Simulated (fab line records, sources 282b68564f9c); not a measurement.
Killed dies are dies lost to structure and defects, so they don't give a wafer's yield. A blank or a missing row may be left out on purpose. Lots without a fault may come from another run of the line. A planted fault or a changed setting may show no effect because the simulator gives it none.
fab line records | flow rit_cmos
record lots=14 wafers=42 last_day=7
route steps=202 shown M1@188
lots that met no fault: from a run of the same line without faults
start_h: hours from the record's first day to the start of the lot's first wafer shown | wait_h: hours since the lot's step before | " the same as in the row above | L1.1+2: a row that stands for several wafers | - no value, or no start given | * or withheld: withheld | < > ~ a bound
route shown NAME@n: a module of which the file shows steps, and the number in the route of the first | usual: mean/standard deviation of fault-free wafers | same: alike in all rows | chamber/n: place in a boat | sites: the reading at each site | _std_site: their standard deviation | _edge_site: outer sites' mean less inner sites' | radius_mm: how far each site lies from the wafer's centre | mask NAME#n: copy n | behind: the tool/chamber that last shaped the wafer | hold: why the lot was held/for how many hours/how that ended | device: the transistor (n, p or np) that didn't switch | end of line: the same wafers' tests at the end of the route | a step without rows: its recipe alone | killed: dies lost to structure and defects at the first sort, not the wafer's yield | map: a wafer's dies, x killed, . not, _ none there
set.NAME: the setting as run; set.NAME@STEP: as run at that earlier step | model.NAME: the simulator's own value behind a step, which no gauge read
steps of the route over a sample of lots; a table a step, a row a wafer
## steps
# step RIT_M1_COAT_04
# recipe resist=NOVOLAK spin_rpm=2000 resist_thk_nm=1300
# usual chill_plate_temp_C=23.00/0.12 spin_speed_rpm=2000.2/1.2
# columns lot.wafer tool chamber start_h wait_h chill_plate_temp_C spin_speed_rpm
L931.2 litho_track-02 0 55.89 0.1 22.89 2000.2
L931.5 " 0 " " 22.96 2000.4
L931.6 " 0 " " 23.05 1999.9
L932.3 litho_track-01 0 62.81 0.1 22.87 2001.3
L932.4 " 0 " " 23.02 2002.2
L932.6 " 0 " " 23.03 2001.7
L933.1 litho_track-04 0 68.56 0.1 22.86 1998.0
L933.3 " 0 " " 22.92 1998.3
L933.6 " 0 " " 22.90 2000.5
L934.3 litho_track-01 0 70.57 0.1 22.82 2000.5
L934.4 " 0 " " 22.97 2001.3
L934.5 " 0 " " 22.91 1999.9
L935.3 litho_track-01 0 78.92 0.1 22.90 2000.9
L935.4 " 0 " " 23.06 1999.6
L935.5 " 0 " " 23.31 2001.4
L936.1 litho_track-02 0 81.15 0.1 22.90 2000.4
L936.2 " 0 " " 23.03 2000.2
L936.3 " 0 " " 23.00 2000.4
L937.2 litho_track-02 0 90.03 0.1 22.72 1999.6
L937.4 " 0 " " 22.71 2000.7
L937.5 " 0 " " 22.78 2000.2
L938.3 litho_track-02 0 92.82 0.1 23.01 2002.2
L938.5 " 0 " " 22.98 1998.3
L938.6 " 0 " " 22.85 1999.9
L939.2 litho_track-04 0 99.40 0.1 23.01 2001.6
L939.3 " 0 " " 22.95 2002.3
L939.4 " 0 " " 23.00 2000.4
L940.1 litho_track-02 0 101.88 0.1 23.15 1855.0
L940.5 " 0 " " 23.17 1851.6
L940.6 " 0 " " 23.05 1852.0
L947.2 litho_track-04 0 136.50 0.1 23.02 2001.1
L947.4 " 0 " " 23.01 2000.7
L947.6 " 0 " " 23.13 1997.4
L948.3 litho_track-02 0 143.81 0.1 23.15 1852.3
L948.4 " 0 " " 22.96 1850.8
L948.5 " 0 " " 23.08 1852.4
L949.2 litho_track-01 0 149.28 0.1 23.04 2001.2
L949.3 " 0 " " 22.84 1999.0
L949.6 " 0 " " 22.97 1999.4
L950.1 litho_track-04 0 153.59 0.1 22.89 2001.0
L950.4 " 0 " " 22.97 2001.9
L950.5 " 0 " " 22.96 1999.3
# step RIT_M1_PROBE_99
# usual defect_limited_yield=97.2/0.95 killed_at_M0_to_M3=0.0/0.16 killed_at_contacts=0.0/0.2 killed_at_front_end=7.2/2.5 killed_dies=7.3/2.5 killed_open=3.8/1.9 killed_short=3.5/1.8 sort_bin_3_pad_short=0.1/0.23 sort_bin_5_function=1.6/0.74 sort_bin_6_memory=1.0/0.65 sort_n_pass=256.7/2.5 sort_yield_pct=97.2/0.95
# same gross_dies=264 killed_at_M4_up=0 killed_at_back_side=0 killed_at_other=0
# columns lot.wafer tool chamber start_h wait_h defect_limited_yield[%] killed_at_M0_to_M3 killed_at_contacts killed_at_front_end killed_dies killed_open killed_short sort_bin_3_pad_short[%] sort_bin_5_function[%] sort_bin_6_memory[%] sort_n_pass sort_yield_pct[%]
L931.2 prober-02 - 59.43 0.1 98.1 0 0 5 5 3 2 0.4 1.1 0.4 259.0 98.1
L931.5 prober-02 - 59.58 0.2 97.7 0 0 6 6 3 3 0 1.1 1.1 258.0 97.7
L931.6 prober-02 - 59.63 0.2 95.8 0 0 11 11 7 4 0.4 1.1 2.7 253.0 95.8
L932.3 prober-01 - 66.55 0.2 98.1 0 0 5 5 5 0 0 0.8 1.1 259.0 98.1
L932.4 prober-01 - 66.60 0.2 95.8 0 0 11 11 4 7 0.4 3.0 0.8 253.0 95.8
L932.6 prober-01 - 66.70 0.2 97.0 0 0 8 8 4 4 0.4 1.9 0.8 256.0 97.0
L933.1 prober-02 - 71.95 0.1 95.8 0 0 11 11 6 5 0 2.3 1.9 253.0 95.8
L933.3 prober-02 - 72.05 0.2 96.2 0 0 10 10 7 3 0.4 2.7 0.8 254.0 96.2
L933.6 prober-02 - 72.20 0.2 97.3 0 0 7 7 4 3 0.4 1.5 0.8 257.0 97.3
L934.3 prober-01 - 74.05 0.2 96.6 0 1 8 9 5 4 0 1.5 1.9 255.0 96.6
L934.4 prober-01 - 74.10 0.2 95.8 0 0 11 11 7 4 0 3.0 1.1 253.0 95.8
L934.5 prober-01 - 74.15 0.2 96.6 0 0 9 9 7 2 0 1.9 1.5 255.0 96.6
L935.3 prober-02 - 82.36 0.2 96.6 0 0 9 9 4 5 0 2.3 1.1 255.0 96.6
L935.4 prober-02 - 82.41 0.2 97.3 0 0 7 7 5 2 0 1.9 0.8 257.0 97.3
L935.5 prober-02 - 82.46 0.2 98.9 0 0 3 3 0 3 0.4 0.4 0.4 261.0 98.9
L936.1 prober-02 - 84.66 0.1 95.5 0 0 12 12 7 5 0 2.7 1.9 252.0 95.5
L936.2 prober-02 - 84.71 0.1 96.6 0 0 9 9 4 5 0.8 1.5 1.1 255.0 96.6
L936.3 prober-02 - 84.76 0.2 97.0 0 0 8 8 4 4 0.4 1.5 1.1 256.0 97.0
L937.2 prober-01 - 93.59 0.1 98.5 0 0 4 4 2 2 0 1.1 0.4 260.0 98.5
L937.4 prober-01 - 93.69 0.2 97.7 0 0 6 6 2 4 0 1.1 1.1 258.0 97.7
L937.5 prober-01 - 93.74 0.2 98.5 0 0 4 4 2 2 0 0.4 1.1 260.0 98.5
L938.3 prober-02 - 96.28 0.2 95.8 0 0 11 11 8 3 0 2.3 1.9 253.0 95.8
L938.5 prober-02 - 96.38 0.2 97.0 0 0 8 8 4 3 0 2.7 0.4 256.0 97.0
L938.6 prober-02 - 96.43 0.2 98.5 0 0 4 4 3 0 0.4 0.8 0.4 260.0 98.5
L939.2 prober-01 - 103.08 0.1 97.7 0 0 6 6 3 3 0.4 1.9 0 258.0 97.7
L939.3 prober-01 - 103.13 0.2 97.7 0 0 6 6 6 0 0 1.5 0.8 258.0 97.7
L939.4 prober-01 - 103.18 0.2 97.3 0 1 6 7 5 2 0 2.3 0.4 257.0 97.3
L940.1 prober-02 - 105.47 0.1 97.3 0 0 7 7 4 3 0 1.9 0.8 257.0 97.3
L940.5 prober-02 - 105.67 0.2 98.9 0 0 3 3 2 1 0 0.8 0.4 261.0 98.9
L940.6 prober-02 - 105.72 0.2 98.1 0 0 5 5 5 0 0 1.5 0.4 259.0 98.1
L947.2 prober-02 - 140.09 0.1 97.3 1 0 6 7 2 5 0 0.8 1.9 257.0 97.3
L947.4 prober-02 - 140.19 0.2 97.0 0 0 8 8 5 3 0 1.9 1.1 256.0 97.0
L947.6 prober-02 - 140.29 0.2 96.2 0 0 10 10 6 4 0 1.5 2.3 254.0 96.2
L948.3 prober-01 - 147.25 0.2 97.3 0 0 7 7 3 4 0.4 0.8 1.5 257.0 97.3
L948.4 prober-01 - 147.30 0.2 98.5 0 0 4 4 2 2 0 1.5 0 260.0 98.5
L948.5 prober-01 - 147.35 0.2 96.2 0 0 10 10 4 6 0 2.3 1.5 254.0 96.2
L949.2 prober-02 - 152.81 0.1 96.6 0 0 9 9 5 4 0 3.0 0.4 255.0 96.6
L949.3 prober-02 - 152.86 0.2 95.8 0 0 11 11 6 5 0 1.9 2.3 253.0 95.8
L949.6 prober-02 - 153.01 0.2 96.6 0 0 9 9 5 4 0 2.3 1.1 255.0 96.6
L950.1 prober-01 - 157.11 0.1 96.6 0 0 9 9 5 4 0 1.9 1.5 255.0 96.6
L950.4 prober-01 - 157.26 0.2 98.1 0 0 5 5 1 4 0 0.8 1.1 259.0 98.1
L950.5 prober-01 - 157.31 0.2 97.0 0 0 8 8 6 2 0 0.8 2.3 256.0 97.0
# killed by level:class
L931.2 REOX:geometric_particle:short=1 REOX:geometric_particle:open=1 SPACER:geometric_particle:open=1 SILICIDE:geometric_particle:short=1 SILICIDE:geometric_particle:open=1
L931.5 FOX1:geometric_particle:short=3 GATE:geometric_particle:open=2 REOX:geometric_particle:open=1
L931.6 GATE:geometric_particle:open=3 REOX:geometric_particle:short=3 SPACER:geometric_particle:open=2 FOX1:geometric_particle:open=1 FOX1:geometric_particle:short=1 REOX:geometric_particle:open=1
L932.3 GATE:geometric_particle:open=3 REOX:geometric_particle:open=1 SPACER:geometric_particle:open=1
L932.4 REOX:geometric_particle:open=2 REOX:geometric_particle:short=2 SILICIDE:geometric_particle:short=2 FOX1:geometric_particle:short=1 FOX2:geometric_particle:open=1 FOX2:geometric_particle:short=1 GATE:geometric_particle:short=1 SILICIDE:geometric_particle:open=1
L932.6 FOX2:geometric_particle:short=2 GATE:geometric_particle:open=2 FOX1:geometric_particle:short=1 REOX:geometric_particle:short=1 SPACER:geometric_particle:open=1 SILICIDE:geometric_particle:open=1
L933.1 GATE:geometric_particle:short=3 FOX2:geometric_particle:open=2 REOX:geometric_particle:short=2 FOX1:geometric_particle:open=1 GATE:geometric_particle:open=1 REOX:geometric_particle:open=1 SPACER:geometric_particle:open=1
L933.3 GATE:geometric_particle:short=3 FOX1:geometric_particle:open=2 FOX2:geometric_particle:open=2 GATE:geometric_particle:open=1 REOX:geometric_particle:open=1 SPACER:geometric_particle:open=1
L933.6 SILICIDE:geometric_particle:open=3 GATE:geometric_particle:short=2 GATE:geometric_particle:open=1 REOX:geometric_particle:short=1
L934.3 FOX2:geometric_particle:short=3 FOX2:geometric_particle:open=3 FOX1:geometric_particle:short=1 SILICIDE:geometric_particle:open=1 CONTACT:geometric_particle:open=1
L934.4 FOX2:geometric_particle:short=3 GATE:geometric_particle:open=2 REOX:geometric_particle:open=2 FOX1:geometric_particle:open=1 FOX2:geometric_particle:open=1 GATE:geometric_particle:short=1 SILICIDE:geometric_particle:open=1
L934.5 GATE:geometric_particle:open=2 SILICIDE:geometric_particle:open=2 FOX2:geometric_particle:short=1 FOX2:geometric_particle:open=1 REOX:geometric_particle:short=1 REOX:geometric_particle:open=1 SPACER:geometric_particle:open=1
L935.3 GATE:geometric_particle:short=3 FOX1:geometric_particle:short=2 GATE:geometric_particle:open=2 REOX:geometric_particle:open=2
L935.4 GATE:geometric_particle:open=3 SPACER:geometric_particle:short=2 REOX:geometric_particle:open=1 SPACER:geometric_particle:open=1
L935.5 FOX1:geometric_particle:short=1 GATE:geometric_particle:short=1 SPACER:geometric_particle:short=1
L936.1 GATE:geometric_particle:open=3 SILICIDE:geometric_particle:open=3 GATE:geometric_particle:short=2 FOX1:geometric_particle:open=1 FOX2:geometric_particle:short=1 REOX:geometric_particle:short=1 SILICIDE:geometric_particle:short=1
L936.2 FOX2:geometric_particle:open=2 REOX:geometric_particle:open=2 REOX:geometric_particle:short=2 GATE:geometric_particle:short=1 SPACER:geometric_particle:short=1 SILICIDE:geometric_particle:short=1
L936.3 REOX:geometric_particle:open=3 REOX:geometric_particle:short=2 FOX1:geometric_particle:open=1 FOX2:geometric_particle:short=1 GATE:geometric_particle:short=1
L937.2 FOX1:geometric_particle:open=1 FOX1:geometric_particle:short=1 GATE:geometric_particle:open=1 SILICIDE:geometric_particle:short=1
L937.4 FOX1:geometric_particle:open=1 GATE:geometric_particle:short=1 REOX:geometric_particle:short=1 REOX:geometric_particle:open=1 SPACER:geometric_particle:short=1 SILICIDE:geometric_particle:short=1
L937.5 GATE:geometric_particle:short=1 SPACER:geometric_particle:open=1 SILICIDE:geometric_particle:open=1 SILICIDE:geometric_particle:short=1
L938.3 GATE:geometric_particle:open=5 FOX1:geometric_particle:open=2 FOX1:geometric_particle:short=1 GATE:geometric_particle:short=1 SILICIDE:geometric_particle:short=1 SILICIDE:geometric_particle:open=1
L938.5 GATE:geometric_particle:open=2 SILICIDE:geometric_particle:short=2 FOX1:geometric_particle:short=1 FOX1:geometric_particle:open=1 SILICIDE:geometric_particle:open=1 GATE:coat_microbubble_printed=1
L938.6 GATE:geometric_particle:open=2 FOX1:geometric_particle:open=1 GATE:coat_microbubble_printed=1
L939.2 FOX1:geometric_particle:open=1 FOX2:geometric_particle:open=1 GATE:geometric_particle:short=1 GATE:geometric_particle:open=1 REOX:geometric_particle:short=1 SILICIDE:geometric_particle:short=1
L939.3 FOX2:geometric_particle:open=2 REOX:geometric_particle:open=2 FOX1:geometric_particle:open=1 GATE:geometric_particle:open=1
L939.4 GATE:geometric_particle:open=2 REOX:geometric_particle:open=2 REOX:geometric_particle:short=1 SILICIDE:geometric_particle:short=1 CONTACT:geometric_particle:open=1
L940.1 SILICIDE:geometric_particle:open=2 FOX1:geometric_particle:short=1 GATE:geometric_particle:open=1 GATE:geometric_particle:short=1 REOX:geometric_particle:open=1 SILICIDE:geometric_particle:short=1
L940.5 FOX1:geometric_particle:open=1 REOX:geometric_particle:open=1 REOX:geometric_particle:short=1
L940.6 SPACER:geometric_particle:open=2 FOX1:geometric_particle:open=1 GATE:geometric_particle:open=1 SILICIDE:geometric_particle:open=1
L947.2 GATE:geometric_particle:short=2 REOX:geometric_particle:short=2 SPACER:geometric_particle:open=2 M1:geometric_particle:short=1
L947.4 GATE:geometric_particle:short=3 GATE:geometric_particle:open=3 FOX1:geometric_particle:open=1 SPACER:geometric_particle:open=1
L947.6 GATE:geometric_particle:short=3 REOX:geometric_particle:open=3 SPACER:geometric_particle:open=2 SPACER:geometric_particle:short=1 STARTING-WAFER:geometric_particle:open=1
L948.3 FOX1:geometric_particle:short=2 FOX1:geometric_particle:open=1 GATE:geometric_particle:open=1 GATE:geometric_particle:short=1 REOX:geometric_particle:short=1 SILICIDE:geometric_particle:open=1
L948.4 FOX1:geometric_particle:short=1 GATE:geometric_particle:open=1 REOX:geometric_particle:short=1 SILICIDE:geometric_particle:open=1
L948.5 GATE:geometric_particle:short=4 FOX1:geometric_particle:short=2 FOX1:geometric_particle:open=1 GATE:geometric_particle:open=1 REOX:geometric_particle:open=1 SILICIDE:geometric_particle:open=1
L949.2 GATE:geometric_particle:short=4 GATE:geometric_particle:open=3 FOX1:geometric_particle:open=1 REOX:geometric_particle:open=1
L949.3 FOX1:geometric_particle:open=2 FOX2:geometric_particle:open=2 GATE:geometric_particle:open=2 SILICIDE:geometric_particle:short=2 FOX1:geometric_particle:short=1 FOX2:geometric_particle:short=1 SPACER:geometric_particle:short=1
L949.6 GATE:geometric_particle:open=4 FOX1:geometric_particle:short=3 GATE:geometric_particle:short=1 REOX:geometric_particle:open=1
L950.1 GATE:geometric_particle:open=3 REOX:geometric_particle:short=2 SILICIDE:geometric_particle:open=2 GATE:geometric_particle:short=1 SPACER:geometric_particle:short=1
L950.4 FOX2:geometric_particle:short=2 FOX1:geometric_particle:open=1 FOX1:geometric_particle:short=1 SPACER:geometric_particle:short=1
L950.5 REOX:geometric_particle:open=2 SILICIDE:geometric_particle:short=2 SILICIDE:geometric_particle:open=2 FOX1:geometric_particle:open=1 GATE:geometric_particle:open=1
## key
first_sign step=RIT_M1_COAT_04 reading=spin_speed_rpm direction=down sigmas=99+ usual=2000.2 struck=1852.3
effect none on later readings
met_at RIT_M1_COAT_04
struck_lots L940,L948
onset_between 92.82 101.88
fault kind=process_parameter_drift tool=litho_track-02 chamber=- onset_h=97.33 steps=RIT_M1_COAT_04 channel=spin_rpm offset=-148.55 shape=step end_h=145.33 acts_in=these_recipes_only stated=2000
